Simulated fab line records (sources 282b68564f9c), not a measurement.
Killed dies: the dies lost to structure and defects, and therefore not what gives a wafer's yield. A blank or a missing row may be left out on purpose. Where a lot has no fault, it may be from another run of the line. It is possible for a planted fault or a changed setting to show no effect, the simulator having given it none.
Which of the tools did it? + flow rit cmos + 21 wafers from 7 lots sampled at 2 of the route's 202 steps

== WHAT THE GAUGES SHOWED, per wafer ==
RIT_SDANNEAL_RS_MEAS_04: measures by four-point-probe.
| lot  | measured    | on            | PSD_RS (ohm/sq)      |
|------|-------------|---------------|----------------------|
| L930 | day 3 07:05 | film metro-01 | 115.99 116.00 115.90 |
| L935 | day 4 07:33 | film metro-01 | 119.12 118.43 118.46 |
| L937 | day 4 17:55 | film metro-03 | 118.70 118.28 118.12 |
| L940 | day 5 10:43 | film metro-02 | 115.88 116.22 116.21 |
| L944 | day 6 07:38 | film metro-02 | 115.82 115.74 115.70 |
| L949 | day 7 14:17 | film metro-03 | 115.55 115.94 115.55 |
| L952 | day 8 03:22 | film metro-01 | 116.16 115.72 115.97 |

== WHICH TOOL RAN EACH LOT (tool, then ch and the chambers of the sampled wafers, then the start) ==
| lot  | RIT_SDANNEAL_RTA_03             |
|------|---------------------------------|
| L930 | rtp anneal-01 ch 0, day 3 07:02 |
| L935 | rtp anneal-02 ch 0, day 4 07:29 |
| L937 | rtp anneal-02 ch 0, day 4 17:51 |
| L940 | rtp anneal-01 ch 0, day 5 10:40 |
| L944 | rtp anneal-01 ch 0, day 6 07:33 |
| L949 | rtp anneal-01 ch 0, day 7 14:13 |
| L952 | rtp anneal-02 ch 0, day 8 03:18 |
- RIT_SDANNEAL_RTA_03: time 5 s.

== THE ANSWER, worked out from the rows above alone ==
Rule: what is usual is taken from the lots themselves. Put in order of their means at a reading, lots are off if they are a third of the lots or fewer, leave a main group of 4 or more, and stand apart from it by a gap of 3 or more times the standard deviation of the main group's means; of several such gaps the widest counts. A main group is skipped when, at the precision printed for the reading in the tables above, its means are all equal. A lot without any number at a reading at which 4 lots or more have one is off too. Where the step has rows for the other lots, those lots are counted as sound.
Off: L935, L937, at RIT_SDANNEAL_RS_MEAS_04 (PSD_RS). Mean 115.89 ohm/sq and standard deviation 0.15 in the main group.
If a tool, at a process step before that reading, ran all the lots that are off and no sound lot after the first of them, it fits. The gauges at RIT_SDANNEAL_RS_MEAS_04 are tried like those tools. None of those tried fits.

== WHAT WAS PUT IN BY THE SIMULATOR ==
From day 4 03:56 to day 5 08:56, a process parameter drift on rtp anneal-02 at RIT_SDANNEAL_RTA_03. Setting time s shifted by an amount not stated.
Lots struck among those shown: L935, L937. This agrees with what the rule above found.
